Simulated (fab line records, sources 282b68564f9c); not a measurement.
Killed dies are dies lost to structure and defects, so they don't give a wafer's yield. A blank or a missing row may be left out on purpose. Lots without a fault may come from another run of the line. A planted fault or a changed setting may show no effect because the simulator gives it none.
A struck lot beside a sound one | flow rit_cmos | 15 steps out of a route of 202
Sound: wafers L532.1, L532.2, L532.3. Struck: wafers L549.1, L549.2, L549.5. The cause comes at the end.
At each step with rows: each side's tool, then ch and its chambers, then its first start. Under that, the readings that differ: sound wafers | struck wafers | difference of the means | sigmas: that difference in standard deviations of wafers without a fault.
alike: readings whose means differ by less than 2 such deviations, and words and numbers that are the same on both sides. not compared: withheld readings, readings that some wafer has no value for, bounds like >300 that may hide the same value, and numbers for which the record gives no deviation and whose values overlap.
The two part at a step that has a row with sigmas, a row that says differs or no value, or rows on one side only. Numbers that don't overlap but have no deviation are shown without sigmas and don't part them. A reading that every wafer of one side lacks parts them only if that side has two wafers or more.

RIT_PWELL_TW_MEAS_10:
  sound on film_metro-01, day 2 04:02; struck on film_metro-02, day 5 17:35
  reading  | sound       | struck      | difference | sigmas
  PWELL_TW | 958 958 961 | 944 945 938 | -17        | -2
then, 1 step without rows for these wafers: RIT_WELLDRIVE_ANNEAL_00 (time 14700 s).
RIT_WELLDRIVE_RS_MEAS_01: measures by four-point-probe.
  sound on film_metro-04, day 2 09:11; struck on film_metro-01, day 5 22:43
  alike: NWELL_RS
RIT_WELLDRIVE_RS_MEAS_02: measures by four-point-probe.
  sound on film_metro-04, day 2 09:18; struck on film_metro-01, day 5 22:50
  alike: PWELL_RS
then, 6 steps without rows for these wafers: RIT_NRETRO_HMDS_00 (prime time 60 s); RIT_NRETRO_COAT_01 (resist thk 1300 nm); RIT_NRETRO_SOFTBAKE_02 (time 60 s); RIT_NRETRO_EXPOSE_03 (exposes mask M4, target cd 43900 nm); RIT_NRETRO_PEB_04; RIT_NRETRO_DEVELOP_05 (develop time 68 s).
RIT_NRETRO_OVL_MEAS_06:
  sound on overlay-01, day 2 10:18; struck on overlay-02, day 6 00:11
  alike: NRETRO_OVL
then, 1 step without rows for these wafers: RIT_NRETRO_HARDBAKE_07 (time 120 s).
RIT_NRETRO_IMPLANT_08:
  sound on implanter-02 ch 0, day 2 10:35; struck on implanter-03 ch 0, day 6 00:28
  reading            | sound             | struck               | difference | sigmas
  tilt_deg (degrees) | 7.012 6.975 6.993 | 11.183 11.197 11.201 | +4.200     | +99 or more
RIT_NRETRO_STRIP_09: strips in O2, time 180 s.
  sound on plasma_asher-03 ch 0,1, day 2 10:44; struck on plasma_asher-04 ch 0,1, day 6 00:37
  alike: chamber_pressure_mTorr, drypump_motor_current_A
  not compared: rf_hours_counter_h
RIT_M1_PROBE_99:
  the record has rows for the struck wafers here (prober-01, day 7 04:26) and none for the sound ones

WHERE THEY PART
First at RIT_PWELL_TW_MEAS_10; last, within this record, at RIT_M1_PROBE_99.

WHY: what the simulator had put in
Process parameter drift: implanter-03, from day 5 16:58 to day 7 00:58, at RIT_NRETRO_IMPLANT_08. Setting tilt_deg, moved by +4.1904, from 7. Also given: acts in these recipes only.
